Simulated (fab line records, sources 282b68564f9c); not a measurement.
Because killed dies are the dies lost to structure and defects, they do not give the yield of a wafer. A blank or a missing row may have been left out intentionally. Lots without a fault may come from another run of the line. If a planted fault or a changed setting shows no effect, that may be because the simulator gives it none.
fab line records    flow rit_cmos
[record] lots = 14  wafers = 42  last_day = 7
route steps=202 shown PSD@150
lots untouched by any fault: they come from a run of this same line in which no faults occurred
start_h: hours from the record's first day to the start of the lot's first wafer shown    wait_h: time in hours since the lot's previous step    " the same as in the row above    L1.1+2: a row that stands for several wafers    - no value, or no start was given    * or withheld: withheld    < > ~ a bound
route shown NAME@n: names a module that has steps shown in the file, with the first one's number in the route    usual: mean and standard deviation over wafers with no fault    same: alike in all rows    chamber/n: place in a boat    sites: each site's reading    _std_site: standard deviation of those values    _edge_site: mean of outer sites minus mean of inner sites    radius_mm: how far each site lies from the wafer's centre    mask NAME#n: copy n    behind: the last tool/chamber to shape the wafer    hold: cause of the lot's hold/its duration in hours/its outcome    device: names the non-switching transistor (n, p or np)    end of line: the tests these same wafers got at the end of their route    for a step that has no rows: nothing shown but its recipe    killed: the dies lost at the first sort to structure and to defects; this is not the yield of the wafer    map: dies across one wafer; x = killed, . = not, _ = none there
set.NAME: setting as actually run; set.NAME@STEP: the setting as run at that earlier step    model.NAME: the simulator's own value behind a step, which no gauge read
a sample of lots followed through the steps of the route, with each step as a table and each wafer as a row
services: a tool's chamber out of use, with start hour (start_h, from the record's first day; less than 0 if before it), hours out, and reason
[[steps]]
[step RIT_PSD_IMPLANT_08]
[recipe] species = BF2  energy_kev = 27  dose_cm2 = 5e+15  tilt_deg = 7
[usual] beam_on_s = 13.3/0.78  dose_ions_cm2 = 5.001e+15/5.6e+12
lot.wafer  tool          chamber  start_h  wait_h  beam_on_s  dose_ions_cm2
L455.2     implanter-02  0        59.13    0.1     12.6       5.004e+15
L455.5     "             0        "        "       12.9       4.998e+15
L455.6     "             0        "        "       12.8       4.997e+15
L456.1     implanter-02  0        64.45    0.1     13.2       4.995e+15
L456.2     "             0        "        "       12.8       4.999e+15
L456.4     "             0        "        "       12.6       4.995e+15
L457.1     implanter-03  0        64.56    0.1     14.8       5e+15
L457.2     "             0        "        "       14.6       4.999e+15
L457.3     "             0        "        "       14.3       5e+15
L458.2     implanter-01  0        72.31    0.1     13.1       5.004e+15
L458.3     "             0        "        "       13.0       5.008e+15
L458.5     "             0        "        "       13.1       4.997e+15
L459.1     implanter-02  0        75.65    0.1     12.7       4.992e+15
L459.2     "             0        "        "       13.0       5e+15
L459.5     "             0        "        "       12.6       4.994e+15
L462.3     implanter-02  0        86.49    0.1     17.3       6.748e+15
L462.5     "             0        "        "       17.4       6.746e+15
L462.6     "             0        "        "       16.6       6.742e+15
L464.1     implanter-02  0        106.34   0.1     17.6       6.746e+15
L464.3     "             0        "        "       17.4       6.748e+15
L464.4     "             0        "        "       16.9       6.751e+15
L469.1     implanter-03  0        132.09   0.1     15.0       5.004e+15
L469.2     "             0        "        "       14.5       4.996e+15
L469.6     "             0        "        "       14.7       5.007e+15
L470.1     implanter-03  0        135.08   0.1     14.9       5.006e+15
L470.3     "             0        "        "       14.5       5.007e+15
L470.4     "             0        "        "       14.9       4.993e+15
L473.3     implanter-03  0        150.24   0.1     14.7       4.998e+15
L473.4     "             0        "        "       15.1       5e+15
L473.5     "             0        "        "       15.1       5.007e+15
L474.1     implanter-01  0        154.94   0.1     13.7       5.002e+15
L474.3     "             0        "        "       13.0       5.004e+15
L474.5     "             0        "        "       13.1       5.012e+15
L476.3     implanter-01  0        162.19   0.1     13.7       5.006e+15
L476.4     "             0        "        "       13.2       5.004e+15
L476.6     "             0        "        "       13.1       5.003e+15
L477.1     implanter-01  0        167.39   0.1     13.3       5.006e+15
L477.3     "             0        "        "       12.6       5.007e+15
L477.4     "             0        "        "       12.6       5.018e+15
L478.1     implanter-01  0        169.99   0.1     13.0       4.996e+15
L478.2     "             0        "        "       13.1       4.995e+15
L478.5     "             0        "        "       13.4       5.003e+15
[step RIT_PSD_TW_MEAS_10]
[usual] PSD_TW = 3443/21
lot.wafer  tool           chamber  start_h  wait_h  PSD_TW
L455.2     film_metro-03  -        59.44    0.1     3454
L455.5     "              -        "        "       3460
L455.6     "              -        "        "       3477
L456.1     film_metro-04  -        64.77    0.1     3398
L456.2     "              -        "        "       3407
L456.4     "              -        "        "       3419
L457.1     film_metro-02  -        64.89    0.1     3434
L457.2     "              -        "        "       3433
L457.3     "              -        "        "       3459
L458.2     film_metro-02  -        72.62    0.1     3450
L458.3     "              -        "        "       3456
L458.5     "              -        "        "       3470
L459.1     film_metro-02  -        75.98    0.1     3454
L459.2     "              -        "        "       3460
L459.5     "              -        "        "       3463
L462.3     film_metro-03  -        86.78    0.1     3529
L462.5     "              -        "        "       3524
L462.6     "              -        "        "       3535
L464.1     film_metro-03  -        106.66   0.1     3528
L464.3     "              -        "        "       3516
L464.4     "              -        "        "       3523
L469.1     film_metro-04  -        132.42   0.1     3430
L469.2     "              -        "        "       3415
L469.6     "              -        "        "       3424
L470.1     film_metro-04  -        135.40   0.1     3434
L470.3     "              -        "        "       3427
L470.4     "              -        "        "       3431
L473.3     film_metro-03  -        150.53   0.1     3462
L473.4     "              -        "        "       3471
L473.5     "              -        "        "       3480
L474.1     film_metro-04  -        155.27   0.1     3422
L474.3     "              -        "        "       3406
L474.5     "              -        "        "       3408
L476.3     film_metro-04  -        162.49   0.1     3405
L476.4     "              -        "        "       3410
L476.6     "              -        "        "       3431
L477.1     film_metro-02  -        167.72   0.1     3458
L477.3     "              -        "        "       3462
L477.4     "              -        "        "       3458
L478.1     film_metro-02  -        170.31   0.1     3460
L478.2     "              -        "        "       3470
L478.5     "              -        "        "       3452
[step RIT_SDANNEAL_RS_MEAS_04]
[recipe] thk_meas_gauge = four-point-probe
[usual] PSD_RS = 116.06/0.29
lot.wafer  tool           chamber  start_h  wait_h  PSD_RS[ohm/sq]
L455.2     film_metro-04  -        59.95    0.1     115.63
L455.5     "              -        "        "       116.02
L455.6     "              -        "        "       116.03
L456.1     film_metro-04  -        65.26    0.0     116.05
L456.2     "              -        "        "       116.06
L456.4     "              -        "        "       115.99
L457.1     film_metro-03  -        65.37    0.0     115.75
L457.2     "              -        "        "       116.16
L457.3     "              -        "        "       116.00
L458.2     film_metro-02  -        73.12    0.1     116.03
L458.3     "              -        "        "       115.95
L458.5     "              -        "        "       116.36
L459.1     film_metro-03  -        76.50    0.0     115.90
L459.2     "              -        "        "       116.25
L459.5     "              -        "        "       116.21
L462.3     film_metro-03  -        87.32    0.1     112.10
L462.5     "              -        "        "       112.32
L462.6     "              -        "        "       112.61
L464.1     film_metro-02  -        107.15   0.0     112.77
L464.3     "              -        "        "       112.65
L464.4     "              -        "        "       112.38
L469.1     film_metro-03  -        132.90   0.0     115.72
L469.2     "              -        "        "       115.59
L469.6     "              -        "        "       115.79
L470.1     film_metro-04  -        135.89   0.0     116.20
L470.3     "              -        "        "       115.90
L470.4     "              -        "        "       115.85
L473.3     film_metro-02  -        151.23   0.1     116.37
L473.4     "              -        "        "       116.29
L473.5     "              -        "        "       116.40
L474.1     film_metro-02  -        155.94   0.0     116.58
L474.3     "              -        "        "       116.24
L474.5     "              -        "        "       116.33
L476.3     film_metro-02  -        163.18   0.1     115.59
L476.4     "              -        "        "       115.73
L476.6     "              -        "        "       115.69
L477.1     film_metro-02  -        168.22   0.0     116.33
L477.3     "              -        "        "       116.30
L477.4     "              -        "        "       116.15
L478.1     film_metro-02  -        170.83   0.0     115.99
L478.2     "              -        "        "       115.82
L478.5     "              -        "        "       115.75
[[services]]
tool          chamber  start_h  hours  kind
implanter-03  -        50.85    3.1    repair
implanter-03  -        51.98    1.2    repair
implanter-01  -        66.67    3.3    pm
implanter-03  -        67.06    5.6    pm
implanter-01  -        92.11    1.5    repair
implanter-01  -        98.33    10.6   repair
implanter-03  -        106.03   3.0    repair
implanter-01  -        124.51   4.6    pm
implanter-03  -        128.25   2.3    repair
implanter-02  -        155.14   5.4    pm
implanter-02  -        165.41   6.8    repair
[[key]]
[first_sign] step = RIT_PSD_IMPLANT_08  reading = dose_ions_cm2  direction = up  sigmas = 99+  usual = 5.001e+15  struck = 6.747e+15
[effect] step = RIT_PSD_IMPLANT_08  reading = beam_on_s  direction = up  sigmas = 4.9  usual = 13.3  struck = 17.2
[effect] step = RIT_PSD_TW_MEAS_10  reading = PSD_TW  direction = up  sigmas = 3.9  usual = 3443  struck = 3526
[effect] step = RIT_SDANNEAL_RS_MEAS_04  reading = PSD_RS  direction = down  sigmas = 12  usual = 116.06  struck = 112.47
met_at RIT_PSD_IMPLANT_08
struck_lots L462,L464
tester_left_out L462,L464
onset_between 75.65 86.49
[fault] kind = process_parameter_drift  tool = implanter-02  chamber = -  onset_h = 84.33  steps = RIT_PSD_IMPLANT_08  channel = dose_cm2  offset = 1.75e+15  shape = step  end_h = 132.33  acts_in = these_recipes_only  stated = 5e+15
// tester_left_out: of these lots the tester's yield and bins aren't shown, on N5 and GAA mostly nor the transistor test; their killed dies are dies lost to structure and defects alone, not to doping, threshold or leakage, so they don't give the yield
